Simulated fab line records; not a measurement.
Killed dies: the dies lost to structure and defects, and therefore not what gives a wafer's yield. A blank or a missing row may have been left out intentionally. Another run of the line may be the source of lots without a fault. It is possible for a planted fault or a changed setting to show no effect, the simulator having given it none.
Which tool is to blame? ; flow berkeley cmos170 ; 15 lots, 45 wafers sampled, at 4 steps of a route of 331

WHAT THE GAUGES READ, wafer by wafer
UCB170_START_BOW_MEAS_00. Usual: for INCOMING_BOW the level is 1 um and the standard deviation is 5.9.
lot;measured;on;INCOMING_BOW (um);flag
L298;day 1 10:01;film metro-02;-1 10 8;
L299;day 1 15:02;film metro-01;-1 -8 10;
L300;day 1 20:01;film metro-03;0 4 7;
L301;day 2 01:02;film metro-03;0 12 -10;
L302;day 2 06:01;film metro-01;-1 2 7;
L303;day 2 11:00;film metro-02;-4 4 -5;
L304;day 2 16:04;film metro-03;4 3 4;
L305;day 2 21:02;film metro-03;7 6 5;
L306;day 3 02:00;film metro-01;0 1 -9;
L307;day 3 07:00;film metro-03;5 6 5;
L308;day 3 12:02;film metro-03;4 1 8;
L314;day 4 18:00;film metro-02;4 1 3;
L315;day 4 23:01;film metro-01;2 8 2;
L320;day 6 00:02;film metro-03;0 -7 13;
L321;day 6 05:01;film metro-01;2 -6 7;

UCB170_PWELL_THK_MEAS_03. Usual: for PWELL_OXIDE_THK the level is 26.1 nm and the standard deviation is 0.45.
lot;measured;on;PWELL_OXIDE_THK (nm);flag
L298;day 2 17:49;film metro-02;25.6 25.6 26.0;
L299;day 2 22:07;film metro-01;25.3 25.8 25.1;
L300;day 3 08:17;film metro-04;25.8 26.1 26.6;
L301;day 3 08:18;film metro-01;25.4 25.8 25.6;
L302;day 3 23:19;film metro-04;25.8 26.2 25.8;
L303;day 3 23:19;film metro-02;26.0 25.8 26.4;
L304;day 4 01:54;film metro-01;26.0 25.8 25.5;
L305;day 4 06:16;film metro-01;25.5 25.7 26.2;
L306;day 4 06:15;film metro-04;26.4 26.4 26.5;
L307;day 4 09:13;film metro-01;26.3 26.4 26.2;
L308;day 4 17:30;film metro-01;26.4 26.4 26.0;
L314;day 5 23:22;film metro-01;26.0 25.5 25.4;
L315;day 5 23:22;film metro-04;26.8 26.9 26.9;
L320;day 7 03:32;film metro-04;26.2 26.1 26.4;
L321;day 7 06:19;film metro-04;26.1 26.1 26.2;

UCB170_ACTIVE_THK_MEAS_03. Usual: for ACTIVE_OXIDE_THK the level is 26.3 nm and the standard deviation is 0.46.
lot;measured;on;ACTIVE_OXIDE_THK (nm);flag
L298;day 3 23:18;film metro-01;26.3 26.4 26.2;
L299;day 4 00:40;film metro-03;26.5 26.0 26.0;
L300;day 4 08:32;film metro-01;26.8 26.9 26.8;
L301;day 4 08:33;film metro-03;27.3 27.2 27.0;
L302;day 5 10:29;film metro-01;26.9 26.6 26.6;
L303;day 5 10:28;film metro-03;26.5 26.6 26.7;
L304;day 5 10:34;film metro-02;26.1 26.1 26.3;
L305;day 5 10:33;film metro-03;26.3 26.0 26.4;
L306;day 5 10:28;film metro-02;26.7 26.8 26.5;
L307;day 5 10:25;film metro-01;26.1 26.2 26.1;
L308;day 5 17:52;film metro-01;25.8 25.6 25.8;
L314;day 7 01:58;film metro-03;30.6 30.3 30.6;OFF
L315;day 7 03:43;film metro-03;30.7 30.4 30.7;OFF
L320;day 8 07:58;film metro-03;30.7 30.5 30.8;OFF
L321;day 8 07:57;film metro-01;26.7 27.1 26.7;

WHICH TOOL RAN EACH LOT (tool, then ch and the chambers of the sampled wafers, then the start)
lot;UCB170_ZERO_STRIP_07
L298;plasma asher-04 ch 0,1, day 1 19:50
L299;plasma asher-03 ch 0,1, day 2 00:43
L300;plasma asher-03 ch 0,1, day 2 06:32
L301;plasma asher-01 ch 0,1, day 2 10:09
L302;plasma asher-03 ch 0, day 2 14:01
L303;plasma asher-03 ch 0,1, day 2 19:34
L304;plasma asher-01 ch 0,1, day 3 04:03
L305;plasma asher-01 ch 0,1, day 3 12:01
L306;plasma asher-01 ch 0,1, day 3 11:26
L307;plasma asher-04 ch 0,1, day 3 14:43
L308;plasma asher-01 ch 0,1, day 3 19:19
L314;plasma asher-03 ch 0,1, day 5 06:55
L315;plasma asher-04 ch 0,1, day 5 06:38
L320;plasma asher-03 ch 0,1, day 6 08:02
L321;plasma asher-01 ch 1, day 6 11:05
- UCB170_ZERO_STRIP_07: strips in O2.

AS READ BY THE TOOLS THEMSELVES (means over the sampled wafers that have a number; for cases with no such wafer, the mark the record gives instead)
UCB170_ZERO_STRIP_07. Usual: drypump motor current A 5.9 A, standard deviation 0.48; oes product au 0.727 a.u., standard deviation 0.0046; strip time to endpoint s 21.48 s, standard deviation 0.054.
lot;tool;drypump motor current A (A);oes product au (a.u.);strip time to endpoint s (s);flag
L298;plasma asher-04;6.1;0.726;21.46;
L299;plasma asher-03;6.2;0.726;21.48;
L300;plasma asher-03;6.2;0.728;21.40;
L301;plasma asher-01;5.6;0.727;21.47;
L302;plasma asher-03;6.2;0.730;21.49;
L303;plasma asher-03;6.2;0.731;21.51;
L304;plasma asher-01;5.6;0.725;21.51;
L305;plasma asher-01;5.7;0.724;21.48;
L306;plasma asher-01;5.7;0.727;21.46;
L307;plasma asher-04;5.5;0.731;21.55;
L308;plasma asher-01;5.6;0.726;21.47;
L314;plasma asher-03;6.2;0.726;21.52;
L315;plasma asher-04;5.5;0.724;21.42;
L320;plasma asher-03;6.2;0.722;21.49;
L321;plasma asher-01;5.5;0.728;21.52;

THE ANSWER, worked out from the rows above alone
Rule: a lot is off if the mean of its wafers that have a number lies more than 3 standard deviations from the usual mean. Also off: a lot with no number at a reading for which 4 or more lots have one. All remaining lots with rows at the step are treated as sound. The gauges are gone through in route order, then the tools' own readings, and for those a lot's mean is taken as printed above. The first step at which some lot is off is used, and at that step the reading that is off furthest; a lot without a number counts as furthest.
Off: L314, L315, L320, seen at UCB170_ACTIVE_THK_MEAS_03 (ACTIVE_OXIDE_THK).
If a tool, at a process step before that reading, ran all the lots that are off and no sound lot after the first of them, it fits. Gauges at UCB170_ACTIVE_THK_MEAS_03: tried the same way as those tools. One candidate fits, namely film metro-03 at UCB170_ACTIVE_THK_MEAS_03. Its last sound lot is L305 (day 5 10:33), its first lot that is off L314 (day 7 01:58): a fault that began between those two fits.

WHAT WAS PUT IN BY THE SIMULATOR
Metrology matching offset: film metro-03, from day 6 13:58 on, at UCB170_ACTIVE_THK_MEAS_03. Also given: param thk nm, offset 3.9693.
Struck lots among those shown: L314, L315, L320. Same finding as the rule above.
